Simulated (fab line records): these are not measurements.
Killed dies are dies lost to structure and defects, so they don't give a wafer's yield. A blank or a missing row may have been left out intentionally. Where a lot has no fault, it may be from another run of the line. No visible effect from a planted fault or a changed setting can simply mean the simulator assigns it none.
8D (eight disciplines) problem report, filled in by code	flow berkeley_cmos170	the parts of the form that need people (team, actions taken, sign-off) are left out

== 1. PROBLEM STATEMENT ==
Wafers without a fault read 0.942 a.u. with a standard deviation of 0.014, while oes_product_au at UCB170_NWELL_ETCH_13 averages 0.872 a.u. across 2 wafers of 1 lot. Measured from the usual mean, that is -5.0 standard deviations.
The step: etches Si3N4 in CH3F/Ar/O2, stops on SiO2, target depth 246.4 nm, time 154 s.
First observed at day 6 18:03: wafer L181.4, on rie_diel-02. Wafers with a number at this step in the record: 15, from 5 lots. Rule for "out" (also "out of limits"): further than 4 standard deviations from the usual mean. All remaining wafers that have a number are taken as sound.

== 2. WHAT IT IS, AND WHAT IT ISN'T ==
question	is	is not
which readings at this step	oes_product_au	drypump_motor_current_A, throttle_valve_pct
which lots	L181	L161, L165, L167, L183
which wafers of those lots	L181.4, L181.6	L181.2
read on which tools	rie_diel-02	rie_diel-01
when	from day 6 18:03	up to then (10 sound wafers); but 3 sound wafers of L183 came after

== 3. SUSPECTS, AND WHAT RULES EACH OUT ==
Counting: if a tool at a process step up to the reading ran every lot that is out, it stays a suspect. Sound lots after the first of them don't rule it out here, since some wafers of a struck lot are sound.
- rie_diel-02 at UCB170_NWELL_ETCH_13 (etches Si3N4 in CH3F/Ar/O2, stops on SiO2, target depth 246.4 nm, time 154 s): kept. It processed L181, the lot that is out, at day 6 18:03, and its most recent sound lot before then was L161 at day 2 10:18. Out on those wafers are its own readings of oes_product_au.
- At UCB170_NWELL_ETCH_13 on rie_diel-02, chamber 1 took the sound wafers of the same lots and chamber 2 took the wafers that are out.
The count leaves rie_diel-02 at UCB170_NWELL_ETCH_13.

== 4. THE CAUSE (what the simulator had put in) ==
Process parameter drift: rie_diel-02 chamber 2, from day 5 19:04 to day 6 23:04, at UCB170_NWELL_ETCH_13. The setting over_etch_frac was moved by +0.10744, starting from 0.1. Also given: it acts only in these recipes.
The count eliminated every tool but this one.

== 5. THE CHAIN OF EFFECTS, in route order ==
Each row: a reading where the mean over the struck wafers with a number is more than 3 standard deviations away from the usual. Scope: only readings with a usual standard deviation given in the record; hours: median across lots of the time from each lot's start at the first step in this table that gives one to its start at this step; sigmas: change in usual standard deviations.
hours	step	reading	usual	on struck wafers	change	sigmas
0	UCB170_NWELL_ETCH_13	oes_product_au	0.942 a.u.	0.872	-0.070	-5.0
0	UCB170_NWELL_STRIP_15	strip_time_to_endpoint_s	17.97 s	17.62	-0.35	-5.0
Here are the process steps it includes:
- UCB170_NWELL_ETCH_13: etches Si3N4 in CH3F/Ar/O2, stops on SiO2, target depth 246.4 nm, time 154 s.
- UCB170_NWELL_STRIP_15: strips in O2.
Later measuring or inspecting steps at which every struck wafer that the step has a row for has a number for every such reading, and none has moved that far: UCB170_NWELL_TW_MEAS_16.

== 6. WHAT WOULD HAVE CAUGHT IT SOONER ==
23 hours passed between the start of the fault at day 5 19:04 and the first reading out of limits in this record, taken at day 6 18:03.
